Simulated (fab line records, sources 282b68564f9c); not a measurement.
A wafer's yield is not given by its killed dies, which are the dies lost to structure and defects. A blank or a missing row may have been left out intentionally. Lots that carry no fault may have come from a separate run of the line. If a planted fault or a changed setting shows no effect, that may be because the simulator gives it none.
Which tool is to blame? ; flow rit cmos ; Sampling: 7 lots, 21 wafers, 2 of 202 route steps

## WHAT EACH GAUGE READ, for each wafer
RIT_SDANNEAL_RS_MEAS_06: the measuring method here is four-point-probe.
lot;measured;on;PLDD_RS (ohm/sq)
L382;day 3 18:00;film metro-03;178.5 178.0 178.4
L388;day 5 00:53;film metro-04;178.6 178.6 178.5
L390;day 5 09:18;film metro-03;180.0 179.9 179.5
L392;day 5 19:06;film metro-03;178.7 178.9 179.4
L397;day 6 17:26;film metro-02;185.2 184.8 185.1
L400;day 7 11:07;film metro-03;179.3 179.0 179.5
L403;day 7 23:58;film metro-04;177.9 178.2 178.5

## EACH LOT AND THE TOOL THAT RAN IT (in order: tool; ch and the chambers of the sampled wafers; start)
lot;RIT_PLDD_IMPLANT_08
L382;implanter-02 ch 0, day 3 10:22
L388;implanter-02 ch 0, day 4 18:20
L390;implanter-03 ch 0, day 5 02:34
L392;implanter-03 ch 0, day 5 12:23
L397;implanter-03 ch 0, day 6 10:16
L400;implanter-02 ch 0, day 7 04:31
L403;implanter-04 ch 0, day 7 17:26
- RIT_PLDD_IMPLANT_08

## THE ANSWER, worked out from the rows above alone
Rule: the usual values come from the lots themselves. The widest of any qualifying gaps counts: lots, ordered by their means at a reading, are off when they make up no more than a third of the lots, leave a main group of 4 or more, and stand apart from it by 3 or more times the standard deviation of that group's means. Not used: any main group whose means are identical at the precision the tables above print for the reading. Also off: a lot with no number at a reading for which 4 or more lots have one. Where the step has rows for the other lots, those lots are counted as sound.
Off: L397, at RIT_SDANNEAL_RS_MEAS_06 (PLDD_RS). Mean 178.9 ohm/sq and standard deviation 0.56 in the main group.
A tool fits if, at a process step before that reading, it ran every lot that is off, and no sound lot after the first of them. Gauges at RIT_SDANNEAL_RS_MEAS_06: tried the same way as those tools. Can't be told from this: 2 tools fit, implanter-03 at RIT_PLDD_IMPLANT_08, film metro-02 at RIT_SDANNEAL_RS_MEAS_06.

## WHAT THE SIMULATOR HAD INSERTED
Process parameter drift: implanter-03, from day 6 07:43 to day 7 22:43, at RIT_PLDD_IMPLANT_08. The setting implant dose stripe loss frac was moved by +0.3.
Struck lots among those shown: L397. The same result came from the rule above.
